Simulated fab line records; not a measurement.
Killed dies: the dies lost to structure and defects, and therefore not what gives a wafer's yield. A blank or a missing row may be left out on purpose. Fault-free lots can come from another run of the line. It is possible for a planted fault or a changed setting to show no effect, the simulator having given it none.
Struck lot and sound lot, side by side | flow ritCmos | 18 out of 202 route steps
Sound: these wafers, L744.2, L744.3, L744.6. Wafers struck: L750.1, L750.4, L750.5. The cause is given at the end.
Order at every step that has rows: each side's tool, ch and its chambers, its first start. Under that, the readings that differ: sound wafers | struck wafers | difference of the means | sigmas: that difference in standard deviations of wafers without a fault.
alike: words and numbers the same on both sides, and readings whose means are apart by under 2 such deviations; not compared: readings that were withheld, readings missing a value for some wafer, numbers with overlapping values and no deviation given by the record, and bounds like >300 which may hide the same value.
Wherever a step has rows on one side only, a row that says differs or no value, or a row with sigmas, the two part there. Numbers that don't overlap but have no deviation are shown without sigmas and don't part them. A reading that every wafer of one side lacks parts them only if that side has two wafers or more.

first, 4 steps without rows for these wafers: RIT_NWELL_SOFTBAKE_02 (time 60 s); RIT_NWELL_EXPOSE_03 (exposes mask M2, target cd 43900 nm); RIT_NWELL_PEB_04; RIT_NWELL_DEVELOP_05 (develop time 68 s).
RIT_NWELL_OVL_MEAS_06:
  sound on overlay-01, day 4 12:11; struck on overlay-02, day 5 14:54
  alike: NWELL_OVL
then, 2 steps without rows for these wafers: RIT_NWELL_HARDBAKE_07 (time 120 s); RIT_NWELL_IMPLANT_08.
RIT_NWELL_STRIP_09: strips in O2, time 180 s.
  sound on plasmaAsher-04 ch 0,1, day 4 12:45; struck on plasmaAsher-01 ch 0,1, day 5 15:20
  alike: drypumpMotorCurrentA, rfReflPowerW
  not compared: rfHoursCounterH
RIT_NWELL_TW_MEAS_10:
  sound on filmMetro-02, day 4 12:56; struck on filmMetro-03, day 5 15:31
  alike: NWELL_TW
then, 3 steps without rows for these wafers: RIT_PWELL_HMDS_00 (prime time 60 s); RIT_PWELL_COAT_01 (resist thk 1300 nm); RIT_PWELL_SOFTBAKE_02 (time 60 s).
RIT_PWELL_EXPOSE_03: exposes mask M3, target cd 43700 nm.
  sound on ilineStepper-01 ch 0, day 4 13:28; struck on ilineStepper-01 ch 0, day 5 16:01
reading                     | sound                      | struck      | difference | sigmas
model.PWELL.overlayXNm (nm) | -0.08591 -0.08591 -0.08591 | 362 362 362 | +362       | 
  alike: mask, exposureDoseMJCm2
then, 2 steps without rows for these wafers: RIT_PWELL_PEB_04; RIT_PWELL_DEVELOP_05 (develop time 68 s).
RIT_PWELL_OVL_MEAS_06:
  sound on overlay-01, day 4 13:53; struck on overlay-02, day 5 16:27
reading        | sound        | struck            | difference | sigmas
PWELL_OVL (nm) | 0.8 0.2 -0.8 | 363.2 364.1 362.7 | +363.3     | +99 or more
then, 1 step without rows for these wafers: RIT_PWELL_HARDBAKE_07 (time 120 s).
RIT_M1_PROBE_99:
  sound on prober-02, day 6 00:46; struck on prober-01, day 7 02:46
reading                                   | sound                | struck               | difference | sigmas
killedOpen                                | 9 2 4                | 0 0 2                | -4         | -2
model.etest.wellEdgeLeft.lineOhmUm        | 183.7 183.7 184.5    | 217.2 220.1 217.4    | +34.3      | 
model.etest.wellEdgeRight.lineOhmUm       | 180.7 185.6 182.2    | 164.3 163 163.2      | -19.3      | 
model.etest.isoNwellNwell.bvV (V)         | 21.99 22.03 22.3     | 19.94 20.02 19.63    | -2.24      | 
model.etest.isoNplusNwell.lateralLog10AUm | -9.456 -9.454 -9.447 | -9.492 -9.518 -9.585 | -0.079     | 
  alike: killedAtFrontEnd, killedDies, killedOnRim, killedShort

WHERE THEY PART
First at RIT_PWELL_OVL_MEAS_06; last, within this record, at RIT_M1_PROBE_99.

WHY: what had been put in by the simulator
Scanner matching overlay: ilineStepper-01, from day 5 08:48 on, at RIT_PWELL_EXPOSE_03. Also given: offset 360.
